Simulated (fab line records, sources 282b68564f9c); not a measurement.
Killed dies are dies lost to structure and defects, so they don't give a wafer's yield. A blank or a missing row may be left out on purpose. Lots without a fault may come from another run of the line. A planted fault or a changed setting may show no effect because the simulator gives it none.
Problem report in the 8D (eight disciplines) form, filled by code | flow rit_cmos | the parts of the form that need people (team, actions taken, sign-off) are left out

1. THE PROBLEM
spin_speed_rpm at RIT_PWELL_COAT_01 reads a mean of 1918.5 rpm on 6 wafers of 2 lots; wafers without a fault read 2000.1 rpm with a standard deviation of 1.5. That is -54 standard deviations from the usual mean.
The step: resist thk 1300 nm.
First seen on wafer L571.1, day 3 13:12, on litho_track-04. The record holds 42 wafers of 14 lots with a number at this step. Rule for "out", or "out of limits": more than 4 standard deviations from the usual mean. The other wafers with a number count as sound.

2. WHAT IT IS AND WHAT IT IS NOT
question                    | is                     | is not
which readings at this step | spin_speed_rpm         | dispense_pressure_kPa, resist_line_temp_C
which lots                  | L571, L572             | L563, L564, L566, L567, L569, L570, L574, L581, L582, L584, L585, L586
which wafers of those lots  | all that have a number | -
read on which tools         | litho_track-04         | litho_track-01, litho_track-02
when                        | from day 3 13:12       | up to then (18 sound wafers); but 18 sound wafers of L574, L581, L582, L584, L585, L586 came after

3. SUSPECTS, AND WHAT RULES EACH OUT
Counting: a tool at a process step up to the reading stays a suspect if it ran every lot that is out and no sound lot after the first of them.
- litho_track-04 at RIT_PWELL_COAT_01 (resist thk 1300 nm): ruled out as a lasting fault. Sound lots L585, L586 ran on it after its first lot that is out, L571 (day 3 13:12).
Left after counting: nothing in the record.

4. THE CAUSE (what the simulator had put in)
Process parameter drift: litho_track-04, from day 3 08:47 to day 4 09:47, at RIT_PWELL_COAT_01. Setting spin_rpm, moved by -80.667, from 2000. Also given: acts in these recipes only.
Counting ruled it out, wrongly.

5. THE CHAIN OF EFFECTS, in route order
Each row: a reading whose mean over the struck wafers that have a number lies more than 3 standard deviations from the usual. Only readings for which the record gives a usual standard deviation are gone through. hours: the time from each lot's start at the first step in this table that gives one to its start at this step, as a median over the lots. sigmas: the change in usual standard deviations.
hours | step              | reading        | usual      | on struck wafers | change | sigmas
0     | RIT_PWELL_COAT_01 | spin_speed_rpm | 2000.1 rpm | 1918.5           | -81.6  | -54
The process steps in it:
- RIT_PWELL_COAT_01: resist thk 1300 nm.

6. WHAT WOULD HAVE CAUGHT IT SOONER
In this record the first reading out of limits was taken at day 3 13:12, 4 hours after the fault began at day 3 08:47.
